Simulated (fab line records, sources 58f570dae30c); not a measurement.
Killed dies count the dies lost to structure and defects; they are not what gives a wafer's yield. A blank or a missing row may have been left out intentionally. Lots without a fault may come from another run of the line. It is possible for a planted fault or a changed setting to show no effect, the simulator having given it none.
What tool caused it? :: flow berkeley-cmos170 :: 42 wafers from 14 lots sampled at 4 of the route's 331 steps

== WHAT THE GAUGES READ, wafer by wafer ==
UCB170_NWELL_THK_MEAS_02.
lot: L221
measured: day 2 07:47
on: film-metro-03
NWELL_OXIDE_THK (nm): 26.3 25.9 26.2

lot: L222
measured: day 2 15:42
on: film-metro-02
NWELL_OXIDE_THK (nm): 26.8 27.2 27.1

lot: L223
measured: day 2 21:44
on: film-metro-01
NWELL_OXIDE_THK (nm): 25.7 25.4 25.3

lot: L224
measured: day 3 03:19
on: film-metro-03
NWELL_OXIDE_THK (nm): 27.3 27.5 27.5

lot: L225
measured: day 3 03:19
on: film-metro-02
NWELL_OXIDE_THK (nm): 27.6 27.3 27.4

lot: L235
measured: day 5 12:12
on: film-metro-03
NWELL_OXIDE_THK (nm): 26.5 26.3 26.4

lot: L236
measured: day 5 12:13
on: film-metro-01
NWELL_OXIDE_THK (nm): 25.9 25.8 25.8

lot: L237
measured: day 5 16:20
on: film-metro-01
NWELL_OXIDE_THK (nm): 26.6 26.8 26.4

lot: L238
measured: day 5 16:20
on: film-metro-03
NWELL_OXIDE_THK (nm): 26.6 26.6 26.6

lot: L239
measured: day 6 00:47
on: film-metro-01
NWELL_OXIDE_THK (nm): 26.7 26.2 25.8

lot: L240
measured: day 6 08:47
on: film-metro-03
NWELL_OXIDE_THK (nm): 26.3 25.9 25.6

lot: L242
measured: day 6 13:08
on: film-metro-03
NWELL_OXIDE_THK (nm): 26.4 26.2 26.2

lot: L241
measured: day 6 13:09
on: film-metro-02
NWELL_OXIDE_THK (nm): 26.5 26.4 26.2

lot: L243
measured: day 6 23:42
on: film-metro-03
NWELL_OXIDE_THK (nm): 25.9 26.1 25.9

UCB170_PVT_TW_MEAS_09.
lot: L221
measured: day 6 17:20
on: film-metro-01
PVT_TW: 505 506 506

lot: L222
measured: day 7 07:02
on: film-metro-04
PVT_TW: 509 510 508

lot: L223
measured: day 7 06:19
on: film-metro-01
PVT_TW: 508 502 508

lot: L224
measured: day 7 06:58
on: film-metro-01
PVT_TW: 507 506 506

lot: L225
measured: day 7 07:19
on: film-metro-04
PVT_TW: 507 508 508

lot: L235
measured: day 9 13:52
on: film-metro-01
PVT_TW: 501 503 503

lot: L236
measured: day 9 14:02
on: film-metro-04
PVT_TW: 510 509 513

lot: L237
measured: day 10 05:04
on: film-metro-04
PVT_TW: 505 505 507

lot: L238
measured: day 10 05:30
on: film-metro-04
PVT_TW: 504 507 508

lot: L239
measured: day 10 18:15
on: film-metro-03
PVT_TW: 513 512 512

lot: L240
measured: day 10 18:58
on: film-metro-04
PVT_TW: 507 505 506

lot: L242
measured: day 10 18:58
on: film-metro-03
PVT_TW: 512 514 512

lot: L241
measured: day 10 19:15
on: film-metro-03
PVT_TW: 512 512 509

lot: L243
measured: day 11 10:57
on: film-metro-01
PVT_TW: 505 508 506

== WHICH TOOL RAN EACH LOT (tool, then ch and the chambers of the sampled wafers, then the start) ==
lot: L221
UCB170_PWELL_ANNEAL_04: furnace-02 ch 0, day 3 09:52
UCB170_PVT_STRIP_08: plasma-asher-02 ch 0,1, day 6 17:14

lot: L222
UCB170_PWELL_ANNEAL_04: furnace-01 ch 0, day 3 17:26
UCB170_PVT_STRIP_08: plasma-asher-02 ch 0,1, day 7 06:56

lot: L223
UCB170_PWELL_ANNEAL_04: furnace-01 ch 0, day 3 17:26
UCB170_PVT_STRIP_08: plasma-asher-02 ch 0,1, day 7 06:13

lot: L224
UCB170_PWELL_ANNEAL_04: furnace-01 ch 0, day 4 03:26
UCB170_PVT_STRIP_08: plasma-asher-01 ch 0,1, day 7 06:52

lot: L225
UCB170_PWELL_ANNEAL_04: furnace-01 ch 0, day 4 03:26
UCB170_PVT_STRIP_08: plasma-asher-04 ch 0,1, day 7 07:13

lot: L235
UCB170_PWELL_ANNEAL_04: furnace-04 ch 0, day 6 10:04
UCB170_PVT_STRIP_08: plasma-asher-02 ch 0,1, day 9 13:46

lot: L236
UCB170_PWELL_ANNEAL_04: furnace-04 ch 0, day 6 10:04
UCB170_PVT_STRIP_08: plasma-asher-01 ch 0,1, day 9 13:57

lot: L237
UCB170_PWELL_ANNEAL_04: furnace-04 ch 0, day 6 21:19
UCB170_PVT_STRIP_08: plasma-asher-01 ch 0,1, day 10 04:58

lot: L238
UCB170_PWELL_ANNEAL_04: furnace-04 ch 0, day 6 21:19
UCB170_PVT_STRIP_08: plasma-asher-02 ch 0,1, day 10 05:24

lot: L239
UCB170_PWELL_ANNEAL_04: furnace-04 ch 0, day 7 07:55
UCB170_PVT_STRIP_08: plasma-asher-02 ch 0,1, day 10 18:10

lot: L240
UCB170_PWELL_ANNEAL_04: furnace-01 ch 0, day 7 12:45
UCB170_PVT_STRIP_08: plasma-asher-02 ch 0,1, day 10 18:52

lot: L242
UCB170_PWELL_ANNEAL_04: furnace-01 ch 0, day 7 12:45
UCB170_PVT_STRIP_08: plasma-asher-01 ch 0,1, day 10 18:52

lot: L241
UCB170_PWELL_ANNEAL_04: furnace-01 ch 0, day 7 12:45
UCB170_PVT_STRIP_08: plasma-asher-04 ch 0,1, day 10 19:10

lot: L243
UCB170_PWELL_ANNEAL_04: furnace-02 ch 0, day 8 00:21
UCB170_PVT_STRIP_08: plasma-asher-04 ch 0,1, day 11 10:52
- UCB170_PWELL_ANNEAL_04: time 929.2 s.
- UCB170_PVT_STRIP_08: strips in O2.

== AS READ BY THE TOOLS THEMSELVES (means over the sampled wafers that have a number; for cases with no such wafer, the mark the record gives instead) ==
UCB170_PWELL_ANNEAL_04.
lot: L221
tool: furnace-02
spike-tc-centre-C (C): 1003.4
spike-tc-load-C (C): 1027.9
spike-tc-source-C (C): 1024.6
tube-center-temp-C (C): 1000
tube_center_temp_C_max: 1003.1
zone-power-centre-pct (%): 48.9
zone-power-load-pct (%): 31.8

lot: L222
tool: furnace-01
spike-tc-centre-C (C): 1003.0
spike-tc-load-C (C): 1024.8
spike-tc-source-C (C): 1025.5
tube-center-temp-C (C): 1000
tube_center_temp_C_max: 1002.6
zone-power-centre-pct (%): 50.5
zone-power-load-pct (%): 34.2

lot: L223
tool: furnace-01
spike-tc-centre-C (C): 1002.8
spike-tc-load-C (C): 1024.8
spike-tc-source-C (C): 1024.8
tube-center-temp-C (C): 1000
tube_center_temp_C_max: 1002.2
zone-power-centre-pct (%): 50.8
zone-power-load-pct (%): 34.3

lot: L224
tool: furnace-01
spike-tc-centre-C (C): 1060.1
spike-tc-load-C (C): 1082.1
spike-tc-source-C (C): 1082.2
tube-center-temp-C (C): 1057
tube_center_temp_C_max: 1059.5
zone-power-centre-pct (%): 54.5
zone-power-load-pct (%): 39.1

lot: L225
tool: furnace-01
spike-tc-centre-C (C): 1059.0
spike-tc-load-C (C): 1082.2
spike-tc-source-C (C): 1082.6
tube-center-temp-C (C): 1057
tube_center_temp_C_max: 1059.7
zone-power-centre-pct (%): 54.9
zone-power-load-pct (%): 39.2

lot: L235
tool: furnace-04
spike-tc-centre-C (C): 1000.3
spike-tc-load-C (C): 1024.8
spike-tc-source-C (C): 1024.8
tube-center-temp-C (C): 1000
tube_center_temp_C_max: 1002.4
zone-power-centre-pct (%): 52.0
zone-power-load-pct (%): 30.6

lot: L236
tool: furnace-04
spike-tc-centre-C (C): 1001.5
spike-tc-load-C (C): 1025.6
spike-tc-source-C (C): 1023.7
tube-center-temp-C (C): 1000
tube_center_temp_C_max: 1002.6
zone-power-centre-pct (%): 52.1
zone-power-load-pct (%): 30.5

lot: L237
tool: furnace-04
spike-tc-centre-C (C): 1002.1
spike-tc-load-C (C): 1026.3
spike-tc-source-C (C): 1023.9
tube-center-temp-C (C): 1000
tube_center_temp_C_max: 1003.0
zone-power-centre-pct (%): 51.6
zone-power-load-pct (%): 30.5

lot: L238
tool: furnace-04
spike-tc-centre-C (C): 1000.8
spike-tc-load-C (C): 1025.2
spike-tc-source-C (C): 1024.5
tube-center-temp-C (C): 1000
tube_center_temp_C_max: 1002.8
zone-power-centre-pct (%): 52.5
zone-power-load-pct (%): 30.6

lot: L239
tool: furnace-04
spike-tc-centre-C (C): 1000.9
spike-tc-load-C (C): 1025.4
spike-tc-source-C (C): 1023.9
tube-center-temp-C (C): 1000
tube_center_temp_C_max: 1002.9
zone-power-centre-pct (%): 51.9
zone-power-load-pct (%): 30.4

lot: L240
tool: furnace-01
spike-tc-centre-C (C): 1003.0
spike-tc-load-C (C): 1024.5
spike-tc-source-C (C): 1023.6
tube-center-temp-C (C): 1000
tube_center_temp_C_max: 1002.6
zone-power-centre-pct (%): 50.6
zone-power-load-pct (%): 34.2

lot: L242
tool: furnace-01
spike-tc-centre-C (C): 1002.0
spike-tc-load-C (C): 1024.6
spike-tc-source-C (C): 1024.4
tube-center-temp-C (C): 1000
tube_center_temp_C_max: 1002.7
zone-power-centre-pct (%): 50.9
zone-power-load-pct (%): 33.8

lot: L241
tool: furnace-01
spike-tc-centre-C (C): 1002.3
spike-tc-load-C (C): 1024.5
spike-tc-source-C (C): 1025.0
tube-center-temp-C (C): 1000
tube_center_temp_C_max: 1003.0
zone-power-centre-pct (%): 50.9
zone-power-load-pct (%): 34.2

lot: L243
tool: furnace-02
spike-tc-centre-C (C): 1003.0
spike-tc-load-C (C): 1029.0
spike-tc-source-C (C): 1025.0
tube-center-temp-C (C): 1000
tube_center_temp_C_max: 1002.1
zone-power-centre-pct (%): 48.5
zone-power-load-pct (%): 31.7

UCB170_PVT_STRIP_08.
lot: L221
tool: plasma-asher-02
drypump-motor-current-A (A): 6.3
oes-product-au (a.u.): 0.735
strip-time-to-endpoint-s (s): 21.64

lot: L222
tool: plasma-asher-02
drypump-motor-current-A (A): 6.2
oes-product-au (a.u.): 0.734
strip-time-to-endpoint-s (s): 21.58

lot: L223
tool: plasma-asher-02
drypump-motor-current-A (A): 6.3
oes-product-au (a.u.): 0.740
strip-time-to-endpoint-s (s): 21.64

lot: L224
tool: plasma-asher-01
drypump-motor-current-A (A): 6.1
oes-product-au (a.u.): 0.734
strip-time-to-endpoint-s (s): 21.61

lot: L225
tool: plasma-asher-04
drypump-motor-current-A (A): 5.3
oes-product-au (a.u.): 0.735
strip-time-to-endpoint-s (s): 21.62

lot: L235
tool: plasma-asher-02
drypump-motor-current-A (A): 6.3
oes-product-au (a.u.): 0.733
strip-time-to-endpoint-s (s): 21.52

lot: L236
tool: plasma-asher-01
drypump-motor-current-A (A): 6.2
oes-product-au (a.u.): 0.736
strip-time-to-endpoint-s (s): 21.68

lot: L237
tool: plasma-asher-01
drypump-motor-current-A (A): 6.1
oes-product-au (a.u.): 0.730
strip-time-to-endpoint-s (s): 21.65

lot: L238
tool: plasma-asher-02
drypump-motor-current-A (A): 6.3
oes-product-au (a.u.): 0.734
strip-time-to-endpoint-s (s): 21.61

lot: L239
tool: plasma-asher-02
drypump-motor-current-A (A): 6.3
oes-product-au (a.u.): 0.734
strip-time-to-endpoint-s (s): 21.64

lot: L240
tool: plasma-asher-02
drypump-motor-current-A (A): 6.3
oes-product-au (a.u.): 0.731
strip-time-to-endpoint-s (s): 21.69

lot: L242
tool: plasma-asher-01
drypump-motor-current-A (A): 6.2
oes-product-au (a.u.): 0.736
strip-time-to-endpoint-s (s): 21.77

lot: L241
tool: plasma-asher-04
drypump-motor-current-A (A): 5.9
oes-product-au (a.u.): 0.734
strip-time-to-endpoint-s (s): 21.60

lot: L243
tool: plasma-asher-04
drypump-motor-current-A (A): 5.9
oes-product-au (a.u.): 0.735
strip-time-to-endpoint-s (s): 21.69

== THE ANSWER, worked out from the rows above alone ==
Rule: what is usual is taken from the lots themselves. The widest of any qualifying gaps counts: lots, ordered by their means at a reading, are off when they make up no more than a third of the lots, leave a main group of 4 or more, and stand apart from it by 3 or more times the standard deviation of that group's means. A main group is skipped when, at the precision printed for the reading in the tables above, its means are all equal. Also off: a lot with no number at a reading for which 4 or more lots have one. The other lots that the step has rows for count as sound. The gauges are gone through in route order, then the tools' own readings, and for those a lot's mean is taken as printed above. At the first step where some lot is off, the reading lying furthest off is the one used; lots without a number count as furthest.
Off: L224, L225, at UCB170_PWELL_ANNEAL_04 (tube_center_temp_C_max). The main group: mean 1002.7, standard deviation 0.3.
If a tool, at that step or one of the process steps before it, ran each lot that is off and ran no sound lot following the first of them, it fits. Not one of the candidates tried fits.

== WHAT WAS PUT IN BY THE SIMULATOR ==
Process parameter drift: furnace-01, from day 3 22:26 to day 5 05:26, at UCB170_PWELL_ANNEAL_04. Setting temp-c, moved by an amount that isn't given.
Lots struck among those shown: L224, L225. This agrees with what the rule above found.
